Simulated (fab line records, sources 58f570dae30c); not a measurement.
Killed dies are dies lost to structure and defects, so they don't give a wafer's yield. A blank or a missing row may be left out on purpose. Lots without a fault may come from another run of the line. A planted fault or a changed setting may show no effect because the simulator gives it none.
Split-lot experiment | flow berkeley_cmos170 | 5 lots, 23 wafers read, on a route of 331 steps

THE SPLIT
At UCB170_PLDD_COAT_01 (resist thk 900 nm), the setting resist_thk_nm was moved away from the recipe's 900 nm on 7 of the 23 wafers read, by +3.7% to +5.9%. The other wafers ran this setting at the recipe's value.

The reading is taken at the split's own step.

THE READING
KrF_of_PLDD_COAT_01.thk_nm (the simulator's own value, which no gauge read), in nm, at UCB170_PLDD_COAT_01 (resist thk 900 nm). The file gives no usual value for it. The 16 wafers here that ran the recipe average 898.8 nm, standard deviation 2.7 nm.

wafer  | tool, chamber at the split | resist_thk_nm as run, nm | against the recipe | KrF_of_PLDD_COAT_01.thk_nm, nm | against lot-mates on the recipe
L074.1 | litho_track-02, 0          | 900                      | recipe             | 897.7                          | -
L074.2 | litho_track-02, 0          | 900                      | recipe             | 899.6                          | -
L074.3 | litho_track-02, 0          | 900                      | recipe             | 898                            | -
L074.4 | litho_track-02, 0          | 900                      | recipe             | 895.3                          | -
L074.6 | litho_track-02, 0          | 900                      | recipe             | 898.3                          | -
L075.1 | litho_track-04, 0          | 933.2                    | +3.7%              | 937.2                          | +33.7
L075.3 | litho_track-04, 0          | 933.2                    | +3.7%              | 938                            | +34.5
L075.4 | litho_track-04, 0          | 900                      | recipe             | 902                            | -
L075.5 | litho_track-04, 0          | 900                      | recipe             | 905.2                          | -
L075.6 | litho_track-04, 0          | 900                      | recipe             | 903.2                          | -
L077.1 | litho_track-02, 0          | 900                      | recipe             | 900.5                          | -
L077.2 | litho_track-02, 0          | 900                      | recipe             | 898.2                          | -
L077.3 | litho_track-02, 0          | 953.3                    | +5.9%              | 951.5                          | +52.6
L077.4 | litho_track-02, 0          | 953.3                    | +5.9%              | 952.4                          | +53.5
L077.6 | litho_track-02, 0          | 900                      | recipe             | 897.9                          | -
L079.2 | litho_track-04, 0          | 939.8                    | +4.4%              | 937.4                          | +38.6
L079.3 | litho_track-04, 0          | 939.8                    | +4.4%              | 937.4                          | +38.6
L079.4 | litho_track-04, 0          | 939.8                    | +4.4%              | 938.8                          | +40.0
L079.5 | litho_track-04, 0          | 900                      | recipe             | 899.1                          | -
L079.6 | litho_track-04, 0          | 900                      | recipe             | 898.5                          | -
L081.3 | litho_track-02, 0          | 900                      | recipe             | 895.8                          | -
L081.4 | litho_track-02, 0          | 900                      | recipe             | 894.7                          | -
L081.6 | litho_track-02, 0          | 900                      | recipe             | 896.7                          | -

THE FIT
A straight line over all 23 wafers: KrF_of_PLDD_COAT_01.thk_nm changes by +9.16 nm for each +1% of resist_thk_nm; r = +0.99; the points scatter about the line by 2.9 nm.
The same after taking each lot's own level away (the mean of its wafers on the recipe; 23 wafers): +8.96 nm for each +1%; r = +1.00; scatter 1.1 nm.
On that fit, the largest move of resist_thk_nm shifts the reading by 53 nm.
The lots' own levels span 895.73 to 903.47 nm, that is 2.8 times the standard deviation above.
So the lot-to-lot level changes the slope little: the two slopes agree.
Check: with one of the wafers moved furthest among these (+5.9%) left out of the fit, the line predicts +53.2 nm for it against its lot-mates. It came out at +52.6 nm against them.

THE WHOLE CHAIN: every reading that the file lists as answering this split, in the file's order
step                 | what it does      | reading                                                                     | change (the file's fit)              | r (the file's)
UCB170_PLDD_COAT_01  | resist thk 900 nm | KrF_of_PLDD_COAT_01.thk_nm (the simulator's own value, which no gauge read) | +8.99 nm for each +1% of the setting | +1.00
UCB170_PLDD_STRIP_10 | strips in O2      | strip_time_to_endpoint_s                                                    | withheld for each +1% of the setting | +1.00

THE FILE'S OWN FIT
KrF_of_PLDD_COAT_01.thk_nm changes by +8.99 nm for each +1% of resist_thk_nm, r = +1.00.
